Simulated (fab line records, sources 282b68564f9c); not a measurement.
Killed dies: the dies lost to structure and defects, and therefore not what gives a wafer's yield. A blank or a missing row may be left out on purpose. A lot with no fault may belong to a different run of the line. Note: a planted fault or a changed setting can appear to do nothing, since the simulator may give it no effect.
Which tool was responsible?    flow ritCmos    Sampling: 14 lots, 42 wafers, 2 of 202 route steps

== WHAT THE GAUGES READ, wafer by wafer ==
The record holds no reading of a measuring or inspecting step that can be judged against a usual standard deviation.

== EACH LOT AND THE TOOL THAT RAN IT (in order: tool; ch and the chambers of the sampled wafers; start) ==
lot   RIT_PWELL_IMPLANT_08            RIT_M1_PROBE_99
L768  implanter-01 ch 0, day 2 08:32  -
L769  implanter-01 ch 0, day 2 14:25  -
L770  implanter-04 ch 0, day 2 20:32  -
L771  implanter-04 ch 0, day 3 00:56  -
L772  implanter-02 ch 0, day 3 04:09  -
L778  implanter-04 ch 0, day 4 11:06  -
L780  implanter-01 ch 0, day 4 20:58  prober-01, day 6 09:05
L781  implanter-04 ch 0, day 5 03:44  -
L782  implanter-04 ch 0, day 5 07:47  -
L784  implanter-02 ch 0, day 5 17:37  -
L785  implanter-02 ch 0, day 5 22:58  -
L787  implanter-01 ch 0, day 6 07:16  -
L788  implanter-02 ch 0, day 6 13:09  -
L789  implanter-01 ch 0, day 6 18:34  -
- RIT_PWELL_IMPLANT_08
- RIT_M1_PROBE_99

== WHAT THE TOOLS THEMSELVES READ (means of the sampled wafers that have a number; where no wafer has one, the mark that the record gives instead) ==
RIT_PWELL_IMPLANT_08. Usual: 169.99 for beamEnergyKeV, sd 0.054.
lot   tool          beamEnergyKeV  flag
L768  implanter-01  169.97         
L769  implanter-01  169.96         
L770  implanter-04  169.95         
L771  implanter-04  170.10         
L772  implanter-02  169.99         
L778  implanter-04  169.99         
L780  implanter-01  169.94         
L781  implanter-04  176.68         OFF
L782  implanter-04  176.65         OFF
L784  implanter-02  170.02         
L785  implanter-02  170.00         
L787  implanter-01  170.03         
L788  implanter-02  170.03         
L789  implanter-01  169.97         

RIT_M1_PROBE_99. Usual: killedAtContacts 0.1, standard deviation 0.27; killedAtFrontEnd 7, standard deviation 3; killedDies 7.0, standard deviation 3; killedOpen 3.5, standard deviation 2.1; killedShort 3.4, standard deviation 1.9.
lot   tool       killedAtContacts  killedAtFrontEnd  killedDies  killedOpen  killedShort  flag
L780  prober-01  0.0               6                 6.3         2.3         4.0          

== THE ANSWER, worked out from the rows above alone ==
Rule: lot off if the mean of its wafers having a number is beyond 3 standard deviations from the usual mean. A lot without any number at a reading at which 4 lots or more have one is off too. The other lots that the step has rows for count as sound. Order of review: gauges by route order, followed by the tools' own readings, for which a lot's mean as printed above is used. The first step at which some lot is off is used, and at that step the reading that is off furthest; a lot without a number counts as furthest.
Off: L781, L782, at RIT_PWELL_IMPLANT_08 (beamEnergyKeV).
If a tool, at that step or one of the process steps before it, ran each lot that is off and ran no sound lot following the first of them, it fits. One fits: RIT_PWELL_IMPLANT_08 on implanter-04. A fault onset in the window from L778 (day 4 11:06, its last sound lot) to L781 (day 5 03:44, its first lot off) fits.
The tool's own readings at RIT_PWELL_IMPLANT_08 bear it out: on the lots that are off they differ by more than 5 times the standard deviation of the sound lots' means. beamEnergyKeV reads 176.67 there against 170.00 on the sound lots.

== WHAT THE SIMULATOR HAD PUT IN ==
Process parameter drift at RIT_PWELL_IMPLANT_08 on implanter-04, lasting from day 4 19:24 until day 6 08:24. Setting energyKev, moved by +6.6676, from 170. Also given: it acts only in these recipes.
Lots struck among those shown: L781, L782. The rule above found the same.
